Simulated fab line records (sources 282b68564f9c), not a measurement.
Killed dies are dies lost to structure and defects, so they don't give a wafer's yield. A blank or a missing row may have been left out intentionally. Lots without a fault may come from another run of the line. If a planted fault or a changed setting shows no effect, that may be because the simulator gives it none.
Split-lot experiment + flow rit_cmos + 27 wafers read across 5 lots, on a route 202 steps long

## THE SPLIT ITSELF
At RIT_CONTACT_ETCH_11 (etches SiO2 in CHF3/CF4/Ar, stops on TiSi2, target depth 480 nm, time 320 s), the setting time_s was moved away from the recipe's 320 s on 9 of the 27 wafers read, by -44.2% to +29.9%. For the rest of the wafers, this setting stayed at what the recipe calls for.

The reading comes from the split's own step.

## THE READING
NOVOLAK_of_CONTACT_COAT_03.thk_nm (the simulator's own value, which no gauge read), in nm, at RIT_CONTACT_ETCH_11 (etches SiO2 in CHF3/CF4/Ar, stops on TiSi2, target depth 480 nm, time 320 s). The file gives no usual value for it. The 18 wafers here that ran the recipe average 768.7 nm, standard deviation 4.6 nm.

| wafer  | tool, chamber at the split | time_s as run, s | against the recipe | NOVOLAK_of_CONTACT_COAT_03.thk_nm, nm | against lot-mates on the recipe |
|--------|----------------------------|------------------|--------------------|---------------------------------------|---------------------------------|
| L075.1 | rie_diel-02, 3             | 320              | recipe             | 769.7                                 | -                               |
| L075.2 | rie_diel-02, 1             | 395              | +23.4%             | 742.5                                 | -29.8                           |
| L075.3 | rie_diel-02, 0             | 320              | recipe             | 770.8                                 | -                               |
| L075.4 | rie_diel-02, 2             | 320              | recipe             | 776.5                                 | -                               |
| L075.5 | rie_diel-02, 1             | 395              | +23.4%             | 742.9                                 | -29.4                           |
| L075.6 | rie_diel-02, 2             | 395              | +23.4%             | 752.5                                 | -19.8                           |
| L079.1 | rie_diel-01, 0             | 320              | recipe             | 776.4                                 | -                               |
| L079.4 | rie_diel-01, 3             | 320              | recipe             | 772.8                                 | -                               |
| L079.6 | rie_diel-01, 1             | 320              | recipe             | 771.9                                 | -                               |
| L081.1 | rie_diel-02, 2             | 178.6            | -44.2%             | 815.6                                 | +49.3                           |
| L081.2 | rie_diel-02, 0             | 178.6            | -44.2%             | 812.4                                 | +46.1                           |
| L081.3 | rie_diel-02, 1             | 178.6            | -44.2%             | 817                                   | +50.7                           |
| L081.4 | rie_diel-02, 3             | 320              | recipe             | 765.4                                 | -                               |
| L081.5 | rie_diel-02, 3             | 320              | recipe             | 765.1                                 | -                               |
| L081.6 | rie_diel-02, 2             | 320              | recipe             | 768.4                                 | -                               |
| L084.1 | rie_diel-01, 3             | 415.8            | +29.9%             | 736.2                                 | -34.6                           |
| L084.2 | rie_diel-01, 1             | 415.8            | +29.9%             | 732.6                                 | -38.2                           |
| L084.3 | rie_diel-01, 0             | 320              | recipe             | 772.7                                 | -                               |
| L084.4 | rie_diel-01, 0             | 320              | recipe             | 773.8                                 | -                               |
| L084.5 | rie_diel-01, 3             | 415.8            | +29.9%             | 736.4                                 | -34.4                           |
| L084.6 | rie_diel-01, 1             | 320              | recipe             | 766                                   | -                               |
| L085.1 | rie_diel-01, 2             | 320              | recipe             | 765.7                                 | -                               |
| L085.2 | rie_diel-01, 0             | 320              | recipe             | 769.5                                 | -                               |
| L085.3 | rie_diel-01, 1             | 320              | recipe             | 761                                   | -                               |
| L085.4 | rie_diel-01, 3             | 320              | recipe             | 764.7                                 | -                               |
| L085.5 | rie_diel-01, 1             | 320              | recipe             | 761.8                                 | -                               |
| L085.6 | rie_diel-01, 2             | 320              | recipe             | 764.9                                 | -                               |

FIT RESULTS
A straight line over all 27 wafers: NOVOLAK_of_CONTACT_COAT_03.thk_nm changes by -1.06 nm for each +1% of time_s; r = -0.98; the points scatter about the line by 4.4 nm.
The same after taking each lot's own level away (the mean of its wafers on the recipe; 27 wafers): -1.13 nm for each +1%; r = -0.99; scatter 3 nm.
The reading moves by 50 nm for the largest change in time_s, on that fit.
Measured against the standard deviation above, the lots' own levels, which go from 764.60 to 773.70 nm, span 2.0 times it.
So the lot-to-lot level changes the slope little: the two slopes agree.
Check: +49.6 nm against its lot-mates is what the line predicts for one of the wafers moved furthest among these (-44.2%) when that wafer is left out of the fit. It came out at +49.3 nm against them.

## OTHER SPLITS ON THESE WAFERS
Note: prior to the reading, these wafers also went through further splits. Each is held against what the fit with the lots' levels taken away leaves over:
| other split on the same wafers  | wafers away from the commonest value | r with NOVOLAK_of_CONTACT_COAT_03.thk_nm (lot level and that fit taken away) |
|---------------------------------|--------------------------------------|------------------------------------------------------------------------------|
| RIT_GATE_OXIDATION_05 ox_time_s | 21                                   | +0.02                                                                        |

## THE WHOLE CHAIN: every reading that the file lists as answering this split, in the file's order
| step                | what it does                                                                | reading                                                                            | change (the file's fit)                                                              | r (the file's) |
|---------------------|-----------------------------------------------------------------------------|------------------------------------------------------------------------------------|--------------------------------------------------------------------------------------|----------------|
| RIT_CONTACT_ETCH_11 | etches SiO2 in CHF3/CF4/Ar, stops on TiSi2, target depth 480 nm, time 320 s | CONTACT.feature_depth_nm (the simulator's own value, which no gauge read)          | not straight: 266.6 at the lowest setting, 403.3 at the recipe, 402.8 at the highest | not given      |
| RIT_CONTACT_ETCH_11 | etches SiO2 in CHF3/CF4/Ar, stops on TiSi2, target depth 480 nm, time 320 s | etch.depth_nm (the simulator's own value, which no gauge read)                     | not straight: 266.6 at the lowest setting, 403.3 at the recipe, 402.8 at the highest | not given      |
| RIT_CONTACT_ETCH_11 | etches SiO2 in CHF3/CF4/Ar, stops on TiSi2, target depth 480 nm, time 320 s | NOVOLAK_of_CONTACT_COAT_03.thk_nm (the simulator's own value, which no gauge read) | -1.13 nm for each +1% of the setting                                                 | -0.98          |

## FILE'S OWN FIT
NOVOLAK_of_CONTACT_COAT_03.thk_nm changes by -1.13 nm for each +1% of time_s, r = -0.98.
